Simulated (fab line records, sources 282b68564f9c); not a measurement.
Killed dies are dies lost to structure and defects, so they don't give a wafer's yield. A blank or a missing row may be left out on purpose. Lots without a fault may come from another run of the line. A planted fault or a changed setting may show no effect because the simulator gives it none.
Split-lot experiment | flow rit_cmos | 5 lots, 23 wafers read, on a route of 202 steps

THE SPLIT
At RIT_PWELL_COAT_01 (resist thk 1300 nm), the setting spin_rpm was moved away from the recipe's 2000 rpm on 9 of the 23 wafers read, by -4.9% to +4.9%. The other wafers ran this setting at the recipe's value.

FROM THE SPLIT TO THE READING: what the file shows between them, 3 steps
- RIT_PWELL_SOFTBAKE_02: time 60 s
- RIT_PWELL_EXPOSE_03: exposes mask M3, target cd 43700 nm
- RIT_PWELL_DEVELOP_05: develop time 68 s

THE READING
NOVOLAK_of_PWELL_COAT_01.thk_nm (the simulator's own value, which no gauge read), in nm, at RIT_PWELL_HARDBAKE_07 (time 120 s). The file gives no usual value for it. The 14 wafers here that ran the recipe average 1139 nm, standard deviation 1.9 nm.

wafer  | tool, chamber at the split | spin_rpm as run, rpm | against the recipe | NOVOLAK_of_PWELL_COAT_01.thk_nm, nm | against lot-mates on the recipe
L078.2 | litho_track-02, 0          | 2098                 | +4.9%              | 1117                                | -23
L078.3 | litho_track-02, 0          | 2098                 | +4.9%              | 1115                                | -25
L078.4 | litho_track-02, 0          | 2000                 | recipe             | 1141                                | -
L078.5 | litho_track-02, 0          | 2000                 | recipe             | 1139                                | -
L078.6 | litho_track-02, 0          | 2098                 | +4.9%              | 1114                                | -26
L080.2 | litho_track-02, 0          | 2000                 | recipe             | 1137                                | -
L080.4 | litho_track-02, 0          | 2000                 | recipe             | 1140                                | -
L080.6 | litho_track-02, 0          | 2000                 | recipe             | 1134                                | -
L082.1 | litho_track-02, 0          | 2000                 | recipe             | 1141                                | -
L082.4 | litho_track-02, 0          | 2000                 | recipe             | 1141                                | -
L082.2 | litho_track-02, 0          | 2000                 | recipe             | 1139                                | -
L082.3 | litho_track-02, 0          | 2000                 | recipe             | 1139                                | -
L082.5 | litho_track-02, 0          | 2000                 | recipe             | 1137                                | -
L083.1 | litho_track-01, 0          | 2000                 | recipe             | 1141                                | -
L083.2 | litho_track-01, 0          | 2000                 | recipe             | 1140                                | -
L083.3 | litho_track-01, 0          | 1901                 | -4.9%              | 1166                                | +26
L083.4 | litho_track-01, 0          | 1901                 | -4.9%              | 1166                                | +26
L083.6 | litho_track-01, 0          | 1901                 | -4.9%              | 1164                                | +24
L084.2 | litho_track-01, 0          | 1904                 | -4.8%              | 1167                                | +28
L084.3 | litho_track-01, 0          | 1904                 | -4.8%              | 1166                                | +28
L084.4 | litho_track-01, 0          | 2000                 | recipe             | 1139                                | -
L084.5 | litho_track-01, 0          | 1904                 | -4.8%              | 1170                                | +32
L084.6 | litho_track-01, 0          | 2000                 | recipe             | 1138                                | -

THE FIT
A straight line over all 23 wafers: NOVOLAK_of_PWELL_COAT_01.thk_nm changes by -5.32 nm for each +1% of spin_rpm; r = -0.99; the points scatter about the line by 2.2 nm.
The same after taking each lot's own level away (the mean of its wafers on the recipe; 23 wafers): -5.33 nm for each +1%; r = -0.99; scatter 2.1 nm.
On that fit, the largest move of spin_rpm shifts the reading by 26 nm.
The lots' own levels span 1137.0 to 1140.5 nm, that is 1.8 times the standard deviation above.
So the lot-to-lot level changes the slope little: the two slopes agree.
Check: with one of the wafers moved furthest among these (-4.9%) left out of the fit, the line predicts +27.1 nm for it against its lot-mates. It came out at +25.5 nm against them.

OTHER SPLITS ON THESE WAFERS
These wafers also went through other splits before the reading. Each is held against what the fit with the lots' levels taken away leaves over:
other split on the same wafers  | wafers away from the commonest value | r with NOVOLAK_of_PWELL_COAT_01.thk_nm (lot level and that fit taken away)
RIT_ACTIVE_COAT_06 spin_rpm     | 4                                    | +0.23
RIT_FOX2_OXIDATION_00 temp_c    | 15                                   | -0.19
RIT_NWELL_COAT_01 resist_thk_nm | 5                                    | +0.15
RIT_NWELL_IMPLANT_08 dose_cm2   | 8                                    | +0.59

THE WHOLE CHAIN: every reading that the file lists as answering this split, in the file's order
step                  | what it does       | reading                                                                          | change (the file's fit)              | r (the file's)
RIT_PWELL_COAT_01     | resist thk 1300 nm | NOVOLAK_of_PWELL_COAT_01.thk_nm (the simulator's own value, which no gauge read) | -6.29 nm for each +1% of the setting | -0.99
RIT_PWELL_HARDBAKE_07 | time 120 s         | NOVOLAK_of_PWELL_COAT_01.thk_nm (the simulator's own value, which no gauge read) | -5.41 nm for each +1% of the setting | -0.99

THE FILE'S OWN FIT
NOVOLAK_of_PWELL_COAT_01.thk_nm changes by -5.41 nm for each +1% of spin_rpm, r = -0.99.
